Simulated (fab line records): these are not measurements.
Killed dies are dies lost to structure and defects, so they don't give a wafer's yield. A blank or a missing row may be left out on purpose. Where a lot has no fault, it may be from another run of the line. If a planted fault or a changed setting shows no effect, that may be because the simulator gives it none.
Matching of chambers || flow berkeley_cmos170 || UCB170_GATE_ETCH_15 on rie_si-01: 4 sister chambers
The step etches poly-Si in HBr/Cl2, stops on SiO2, time 56.3 s, target depth 278.2 nm. 8 wafers are shown with their chamber, then 7 later ones without.

== WAFERS PAIRED WITH THEIR CHAMBERS ==
{"wafer": "L941.2", "chamber": 2, "drypump_motor_current_A (A)": 6.2, "throttle_valve_pct (%)": 26.62}
{"wafer": "L945.4", "chamber": 3, "drypump_motor_current_A (A)": 5.3, "throttle_valve_pct (%)": 26.28}
{"wafer": "L945.5", "chamber": 3, "drypump_motor_current_A (A)": 5.3, "throttle_valve_pct (%)": 26.28}
{"wafer": "L949.1", "chamber": 1, "drypump_motor_current_A (A)": 4.9, "throttle_valve_pct (%)": 26.31}
{"wafer": "L949.4", "chamber": 0, "drypump_motor_current_A (A)": 5.2, "throttle_valve_pct (%)": 26.36}
{"wafer": "L949.5", "chamber": 0, "drypump_motor_current_A (A)": 5.2, "throttle_valve_pct (%)": 26.39}
{"wafer": "L956.4", "chamber": 1, "drypump_motor_current_A (A)": 4.9, "throttle_valve_pct (%)": 26.31}
{"wafer": "L956.5", "chamber": 2, "drypump_motor_current_A (A)": 6.1, "throttle_valve_pct (%)": 26.64}

== WAFERS MISSING THEIR CHAMBER ==
{"wafer": "L956.6", "drypump_motor_current_A (A)": 4.9, "throttle_valve_pct (%)": 26.32}
{"wafer": "L960.4", "drypump_motor_current_A (A)": 5.3, "throttle_valve_pct (%)": 26.31}
{"wafer": "L960.5", "drypump_motor_current_A (A)": 6.2, "throttle_valve_pct (%)": 26.62}
{"wafer": "L960.6", "drypump_motor_current_A (A)": 5.3, "throttle_valve_pct (%)": 26.29}
{"wafer": "L961.1", "drypump_motor_current_A (A)": 4.9, "throttle_valve_pct (%)": 26.33}
{"wafer": "L961.3", "drypump_motor_current_A (A)": 6.2, "throttle_valve_pct (%)": 26.62}
{"wafer": "L961.4", "drypump_motor_current_A (A)": 5.3, "throttle_valve_pct (%)": 26.37}

== THE CHAMBER EACH PASSED THROUGH ==
{"wafer": "L956.6", "from the rows above": 1, "in truth": 1}
{"wafer": "L960.4", "from the rows above": 3, "in truth": 3}
{"wafer": "L960.5", "from the rows above": 2, "in truth": 2}
{"wafer": "L960.6", "from the rows above": 3, "in truth": 3}
{"wafer": "L961.1", "from the rows above": 1, "in truth": 1}
{"wafer": "L961.3", "from the rows above": 2, "in truth": 2}
{"wafer": "L961.4", "from the rows above": 0, "in truth": 0}
7 of 7 placed correctly. Can't be placed from these rows: 0. Wrongly placed: 0.
How it was worked out, from the rows above alone: a wafer's distance from a chamber is the root of the sum, over the readings, of the square of ((its reading less the chamber's mean) divided by the reading's scatter). The wafer belongs to the nearest chamber; if the next one is less than 2 further off, it can't be placed. The mean given for a chamber averages the wafers shown for that chamber. The scatter is the square root of a quotient: the sum, over the shown wafers, of each reading's squared deviation from its chamber's mean, divided by wafers minus chambers.
